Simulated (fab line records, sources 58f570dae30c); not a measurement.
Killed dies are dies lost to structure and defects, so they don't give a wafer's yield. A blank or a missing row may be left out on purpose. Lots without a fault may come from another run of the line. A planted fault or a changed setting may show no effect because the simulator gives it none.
Which tool did it? | flow berkeley_cmos170 | 14 lots, 42 wafers sampled, at 5 steps of a route of 331

WHAT THE GAUGES READ, wafer by wafer
UCB170_PFIELD_TW_MEAS_09.
lot  | measured    | on            | PFIELD_TW
L794 | day 4 20:29 | film_metro-04 | 592 593 592
L795 | day 4 20:44 | film_metro-04 | 591 592 592
L798 | day 6 00:06 | film_metro-04 | 590 592 591
L803 | day 6 14:59 | film_metro-01 | 564 563 564
L804 | day 7 00:00 | film_metro-01 | 559 562 561
L806 | day 7 06:04 | film_metro-04 | 594 592 594
L808 | day 7 20:01 | film_metro-04 | 597 598 598
L807 | day 7 20:16 | film_metro-01 | 600 602 603
L809 | day 8 04:34 | film_metro-01 | 607 605 608
L812 | day 8 12:13 | film_metro-03 | 603 605 605
L813 | day 9 05:22 | film_metro-04 | 594 595 596
L814 | day 9 05:49 | film_metro-03 | 605 599 603
L815 | day 9 13:42 | film_metro-01 | 603 599 605
L817 | day 9 22:41 | film_metro-04 | 596 593 596

UCB170_NVT_OVL_MEAS_06.
lot  | measured     | on         | NVT_OVL (nm)
L794 | day 6 10:07  | overlay-01 | 12 11 10
L795 | day 6 10:03  | overlay-01 | 4 17 15
L798 | day 7 12:39  | overlay-01 | 15 8 5
L803 | day 8 10:17  | overlay-01 | -1 3 1
L804 | day 8 15:49  | overlay-01 | -5 0 -3
L806 | day 8 20:43  | overlay-02 | 5 -6 2
L808 | day 9 09:53  | overlay-01 | 9 8 6
L807 | day 9 09:39  | overlay-01 | -2 7 10
L809 | day 9 17:43  | overlay-02 | 1 7 6
L812 | day 10 03:05 | overlay-02 | -4 -2 10
L813 | day 10 18:28 | overlay-01 | 0 3 9
L814 | day 10 18:05 | overlay-02 | 8 7 7
L815 | day 11 06:01 | overlay-02 | 1 6 4
L817 | day 11 13:25 | overlay-02 | 12 12 1

UCB170_M2_THK_MEAS_03: measures by xrf.
lot  | measured     | on            | M2_AL_THK (nm)
L794 | day 8 11:52  | film_metro-02 | 848 863 856
L795 | day 8 11:44  | film_metro-04 | 882 874 880
L798 | day 9 10:14  | film_metro-01 | 871 884 878
L803 | day 10 09:05 | film_metro-04 | 858 860 868
L804 | day 10 17:49 | film_metro-01 | 886 871 882
L806 | day 10 19:57 | film_metro-01 | 868 867 872
L808 | day 11 11:02 | film_metro-04 | 882 885 882
L807 | day 11 08:55 | film_metro-02 | 857 838 854
L809 | day 11 18:29 | film_metro-01 | 853 849 850
L812 | day 12 06:40 | film_metro-01 | 863 859 858
L813 | day 12 20:24 | film_metro-01 | 865 853 869
L814 | day 12 19:29 | film_metro-02 | 857 854 874
L815 | day 13 04:58 | film_metro-04 | 865 847 846
L817 | day 13 12:54 | film_metro-04 | 844 858 844

WHICH TOOL RAN EACH LOT (tool, then ch and the chambers of the sampled wafers, then the start)
lot  | UCB170_PFIELD_IMPLANT_07       | UCB170_SDANNEAL_RTA_00
L794 | implanter-01 ch 0, day 4 20:16 | rtp_anneal-01 ch 0, day 7 21:22
L795 | implanter-01 ch 0, day 4 20:29 | rtp_anneal-01 ch 0, day 7 20:57
L798 | implanter-01 ch 0, day 5 23:51 | rtp_anneal-01 ch 0, day 8 20:19
L803 | implanter-03 ch 0, day 6 14:44 | rtp_anneal-01 ch 0, day 9 19:51
L804 | implanter-03 ch 0, day 6 23:47 | rtp_anneal-01 ch 0, day 10 04:26
L806 | implanter-01 ch 0, day 7 05:52 | rtp_anneal-01 ch 0, day 10 04:43
L808 | implanter-01 ch 0, day 7 19:46 | rtp_anneal-01 ch 0, day 10 21:14
L807 | implanter-02 ch 0, day 7 20:01 | rtp_anneal-01 ch 0, day 10 21:06
L809 | implanter-01 ch 0, day 8 04:19 | rtp_anneal-01 ch 0, day 11 04:44
L812 | implanter-01 ch 0, day 8 11:58 | rtp_anneal-01 ch 0, day 11 15:58
L813 | implanter-01 ch 0, day 9 05:07 | rtp_anneal-01 ch 0, day 12 05:13
L814 | implanter-02 ch 0, day 9 05:35 | rtp_anneal-02 ch 0, day 12 05:03
L815 | implanter-01 ch 0, day 9 13:29 | rtp_anneal-01 ch 0, day 12 15:38
L817 | implanter-01 ch 0, day 9 22:28 | rtp_anneal-01 ch 0, day 13 00:01
- UCB170_PFIELD_IMPLANT_07
- UCB170_SDANNEAL_RTA_00: time 10.25 s.

WHAT THE TOOLS THEMSELVES READ (means of the sampled wafers that have a number; where no wafer has one, the mark that the record gives instead)
UCB170_PFIELD_IMPLANT_07.
lot  | tool         | beam_energy_keV | beam_on_s (s) | faraday_current_uA
L794 | implanter-01 | 79.989          | 9.90          | 63.9
L795 | implanter-01 | 79.993          | 9.99          | 63.5
L798 | implanter-01 | 79.988          | 10.16         | 62.7
L803 | implanter-03 | 79.938          | 7.99          | 79.4
L804 | implanter-03 | 79.985          | 8.03          | 78.9
L806 | implanter-01 | 79.985          | 10.11         | 62.6
L808 | implanter-01 | 80.002          | 9.89          | 64.2
L807 | implanter-02 | 80.002          | 10.05         | 63.2
L809 | implanter-01 | 79.996          | 10.11         | 62.7
L812 | implanter-01 | 80.026          | 10.04         | 63.2
L813 | implanter-01 | 80.005          | 9.97          | 63.6
L814 | implanter-02 | 80.014          | 9.80          | 64.8
L815 | implanter-01 | 80.003          | 10.15         | 62.5
L817 | implanter-01 | 80.007          | 10.17         | 62.5

UCB170_SDANNEAL_RTA_00.
lot  | tool          | chamber_o2_ppm | lamp_power_pct (%) | wafer_temp_C_max
L794 | rtp_anneal-01 | 1.996          | 22.0               | 903.6
L795 | rtp_anneal-01 | 2.010          | 22.0               | 903.6
L798 | rtp_anneal-01 | 1.989          | 22.0               | 903.8
L803 | rtp_anneal-01 | 1.992          | 22.0               | 902.6
L804 | rtp_anneal-01 | 1.999          | 22.0               | 902.8
L806 | rtp_anneal-01 | 2.013          | 22.0               | 903.4
L808 | rtp_anneal-01 | 2.004          | 22.0               | 903.4
L807 | rtp_anneal-01 | 1.973          | 22.0               | 903.5
L809 | rtp_anneal-01 | 2.016          | 22.0               | 903.0
L812 | rtp_anneal-01 | 1.984          | 22.0               | 903.2
L813 | rtp_anneal-01 | 1.952          | 22.0               | 903.1
L814 | rtp_anneal-02 | 2.024          | 25.8               | 904.6
L815 | rtp_anneal-01 | 2.007          | 22.0               | 903.1
L817 | rtp_anneal-01 | 1.962          | 22.0               | 903.2

THE ANSWER, worked out from the rows above alone
Rule: what is usual is taken from the lots themselves. Put in order of their means at a reading, lots are off if they are a third of the lots or fewer, leave a main group of 4 or more, and stand apart from it by a gap of 3 or more times the standard deviation of the main group's means; of several such gaps the widest counts. A main group whose means are all the same, to the digits that the tables above print for the reading, isn't used. A lot without any number at a reading at which 4 lots or more have one is off too. The other lots that the step has rows for count as sound. The gauges are gone through in route order, then the tools' own readings, and for those a lot's mean is taken as printed above. The first step at which some lot is off is used, and at that step the reading that is off furthest; a lot without a number counts as furthest.
Off: L803, L804, at UCB170_PFIELD_TW_MEAS_09 (PFIELD_TW). The main group: mean 598, standard deviation 5.2.
A tool fits if, at a process step before that reading, it ran every lot that is off, and no sound lot after the first of them. The gauges at UCB170_PFIELD_TW_MEAS_09 aren't tried: what is off there is off at UCB170_PFIELD_IMPLANT_07 too, on other tools, and a gauge's error can't cause that. One fits: implanter-03 at UCB170_PFIELD_IMPLANT_07. It ran no sound lot before its first lot that is off in this sample, so the start can't be narrowed down.
The tool's own readings at UCB170_PFIELD_IMPLANT_07 bear it out: on the lots that are off they differ by more than 5 times the standard deviation of the sound lots' means. beam_on_s reads 8.01 s there against 10.03 s on the sound lots; faraday_current_uA reads 79.2 there against 63.3 on the sound lots.

WHAT THE SIMULATOR HAD PUT IN
Process parameter drift: implanter-03, from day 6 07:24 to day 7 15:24, at UCB170_PFIELD_IMPLANT_07. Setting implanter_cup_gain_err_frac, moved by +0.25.
Lots struck among those shown: L803, L804. The rule above found the same.
